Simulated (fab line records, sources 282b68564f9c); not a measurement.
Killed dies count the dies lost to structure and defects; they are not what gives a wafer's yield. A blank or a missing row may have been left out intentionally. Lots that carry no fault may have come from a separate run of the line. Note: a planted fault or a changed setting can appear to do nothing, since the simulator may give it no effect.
Split-lot study || flow rit-cmos || 5 lots, 23 wafers read, on a route of 202 steps

THE SPLIT
At RIT_CONTACT_EXPOSE_05 (exposes mask M11, target cd 1000 nm), the setting dose-mj was moved away from the recipe's 250 on 7 of the 23 wafers read, by -4.3% to +2.9%. The other wafers ran this setting at the recipe's value.

FROM THE SPLIT TO THE READING: what the file shows between them, 6 steps
- RIT_CONTACT_PEB_06
- RIT_CONTACT_DEVELOP_07: develop time 120 s
- RIT_CONTACT_CD_MEAS_08: target cd 1000 nm
- RIT_CONTACT_HARDBAKE_10: time 60 s
- RIT_CONTACT_ETCH_11: etches SiO2 in CHF3/CF4/Ar, stops on TiSi2, target depth 480 nm, time 320 s
- RIT_CONTACT_STRIP_12: strips in O2, time 180 s

THE READING
cd-nm, in nm, at RIT_CONTACT_CD_MEAS_90 (target cd 1000 nm). Fault-free wafers of this fab line usually give 1000.2 nm, standard deviation 2.5 nm.

{"wafer": "L074.1", "tool, chamber at the split": "iline-stepper-01, 0", "dose-mj as run": 250, "against the recipe": "recipe", "cd-nm, nm": 999.6, "against lot-mates on the recipe": "-"}
{"wafer": "L074.2", "tool, chamber at the split": "iline-stepper-01, 0", "dose-mj as run": 250, "against the recipe": "recipe", "cd-nm, nm": 996.7, "against lot-mates on the recipe": "-"}
{"wafer": "L074.3", "tool, chamber at the split": "iline-stepper-01, 0", "dose-mj as run": 250, "against the recipe": "recipe", "cd-nm, nm": 996.9, "against lot-mates on the recipe": "-"}
{"wafer": "L074.5", "tool, chamber at the split": "iline-stepper-01, 0", "dose-mj as run": 250, "against the recipe": "recipe", "cd-nm, nm": 998.6, "against lot-mates on the recipe": "-"}
{"wafer": "L074.6", "tool, chamber at the split": "iline-stepper-01, 0", "dose-mj as run": 250, "against the recipe": "recipe", "cd-nm, nm": 1000.0, "against lot-mates on the recipe": "-"}
{"wafer": "L076.1", "tool, chamber at the split": "iline-stepper-01, 0", "dose-mj as run": 250, "against the recipe": "recipe", "cd-nm, nm": 1000.3, "against lot-mates on the recipe": "-"}
{"wafer": "L076.2", "tool, chamber at the split": "iline-stepper-01, 0", "dose-mj as run": 250, "against the recipe": "recipe", "cd-nm, nm": 1002.2, "against lot-mates on the recipe": "-"}
{"wafer": "L076.5", "tool, chamber at the split": "iline-stepper-01, 0", "dose-mj as run": 250, "against the recipe": "recipe", "cd-nm, nm": 999.8, "against lot-mates on the recipe": "-"}
{"wafer": "L078.1", "tool, chamber at the split": "iline-stepper-01, 0", "dose-mj as run": 256.1, "against the recipe": "+2.4%", "cd-nm, nm": 1005.3, "against lot-mates on the recipe": "+7.5"}
{"wafer": "L078.3", "tool, chamber at the split": "iline-stepper-01, 0", "dose-mj as run": 256.1, "against the recipe": "+2.4%", "cd-nm, nm": 1002.1, "against lot-mates on the recipe": "+4.4"}
{"wafer": "L078.4", "tool, chamber at the split": "iline-stepper-01, 0", "dose-mj as run": 256.1, "against the recipe": "+2.4%", "cd-nm, nm": 1003.4, "against lot-mates on the recipe": "+5.6"}
{"wafer": "L078.5", "tool, chamber at the split": "iline-stepper-01, 0", "dose-mj as run": 250, "against the recipe": "recipe", "cd-nm, nm": 997.0, "against lot-mates on the recipe": "-"}
{"wafer": "L078.6", "tool, chamber at the split": "iline-stepper-01, 0", "dose-mj as run": 250, "against the recipe": "recipe", "cd-nm, nm": 998.5, "against lot-mates on the recipe": "-"}
{"wafer": "L080.1", "tool, chamber at the split": "iline-stepper-01, 0", "dose-mj as run": 250, "against the recipe": "recipe", "cd-nm, nm": 1004.2, "against lot-mates on the recipe": "-"}
{"wafer": "L080.3", "tool, chamber at the split": "iline-stepper-01, 0", "dose-mj as run": 250, "against the recipe": "recipe", "cd-nm, nm": 1002.9, "against lot-mates on the recipe": "-"}
{"wafer": "L080.4", "tool, chamber at the split": "iline-stepper-01, 0", "dose-mj as run": 257.2, "against the recipe": "+2.9%", "cd-nm, nm": 1010.2, "against lot-mates on the recipe": "+7.2"}
{"wafer": "L080.5", "tool, chamber at the split": "iline-stepper-01, 0", "dose-mj as run": 250, "against the recipe": "recipe", "cd-nm, nm": 1002.0, "against lot-mates on the recipe": "-"}
{"wafer": "L080.6", "tool, chamber at the split": "iline-stepper-01, 0", "dose-mj as run": 257.2, "against the recipe": "+2.9%", "cd-nm, nm": 1009.0, "against lot-mates on the recipe": "+6.0"}
{"wafer": "L082.1", "tool, chamber at the split": "iline-stepper-01, 0", "dose-mj as run": 250, "against the recipe": "recipe", "cd-nm, nm": 998.5, "against lot-mates on the recipe": "-"}
{"wafer": "L082.2", "tool, chamber at the split": "iline-stepper-01, 0", "dose-mj as run": 239.3, "against the recipe": "-4.3%", "cd-nm, nm": 986.1, "against lot-mates on the recipe": -12.4}
{"wafer": "L082.4", "tool, chamber at the split": "iline-stepper-01, 0", "dose-mj as run": 250, "against the recipe": "recipe", "cd-nm, nm": 998.1, "against lot-mates on the recipe": "-"}
{"wafer": "L082.5", "tool, chamber at the split": "iline-stepper-01, 0", "dose-mj as run": 250, "against the recipe": "recipe", "cd-nm, nm": 999.0, "against lot-mates on the recipe": "-"}
{"wafer": "L082.6", "tool, chamber at the split": "iline-stepper-01, 0", "dose-mj as run": 239.3, "against the recipe": "-4.3%", "cd-nm, nm": 984.8, "against lot-mates on the recipe": -13.7}

THE FIT
A straight line over all 23 wafers: cd-nm changes by +2.95 nm for each +1% of dose-mj; r = +0.92; the points scatter about the line by 2.4 nm.
The same after taking each lot's own level away (the mean of its wafers on the recipe; 23 wafers): +2.73 nm for each +1%; r = +0.97; scatter 1.2 nm.
On that fit, the largest move of dose-mj shifts the reading by 12 nm.
The lots' own levels span 997.75 to 1003.03 nm, that is 2.1 times the standard deviation above.
Hence the lot-to-lot level has little effect on the slope; both slopes agree.
Check: -11.8 nm against its lot-mates is what the line predicts for one of the wafers moved furthest among these (-4.3%) when that wafer is left out of the fit. It came out at -12.4 nm against them.

THE OTHER SPLITS THESE WAFERS WENT THROUGH
These wafers also went through other splits before the reading. Each is held against what the fit with the lots' levels taken away leaves over:
{"other split on the same wafers": "RIT_SPACER_CLEAN_00 time-s", "wafers away from the commonest value": 18, "r with cd-nm (lot level and that fit taken away)": "+0.21"}
{"other split on the same wafers": "RIT_SPACER_ETCHBACK_05 time-s", "wafers away from the commonest value": 10, "r with cd-nm (lot level and that fit taken away)": "+0.14"}
{"other split on the same wafers": "RIT_NSD_SOFTBAKE_02 temp-c", "wafers away from the commonest value": 10, "r with cd-nm (lot level and that fit taken away)": -0.19}
{"other split on the same wafers": "RIT_SILICIDE_SPUTTER_01 time-s", "wafers away from the commonest value": 12, "r with cd-nm (lot level and that fit taken away)": "+0.12"}

THE WHOLE CHAIN: every reading that the file lists as answering this split, in the file's order
{"step": "RIT_CONTACT_CD_MEAS_08", "what it does": "target cd 1000 nm", "reading": "cd-nm", "change (the file's fit)": "+2.71 nm for each +1% of the setting", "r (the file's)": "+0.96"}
{"step": "RIT_CONTACT_ETCH_11", "what it does": "etches SiO2 in CHF3/CF4/Ar, stops on TiSi2, target depth 480 nm, time 320 s", "reading": "CONTACT.cd-nm (the simulator's own value, which no gauge read)", "change (the file's fit)": "+2.7 nm for each +1% of the setting", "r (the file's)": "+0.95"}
{"step": "RIT_CONTACT_CD_MEAS_90", "what it does": "target cd 1000 nm", "reading": "cd-nm", "change (the file's fit)": "+2.73 nm for each +1% of the setting", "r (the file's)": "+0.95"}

THE FILE'S OWN FIT
cd-nm changes by +2.73 nm for each +1% of dose-mj, r = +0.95.
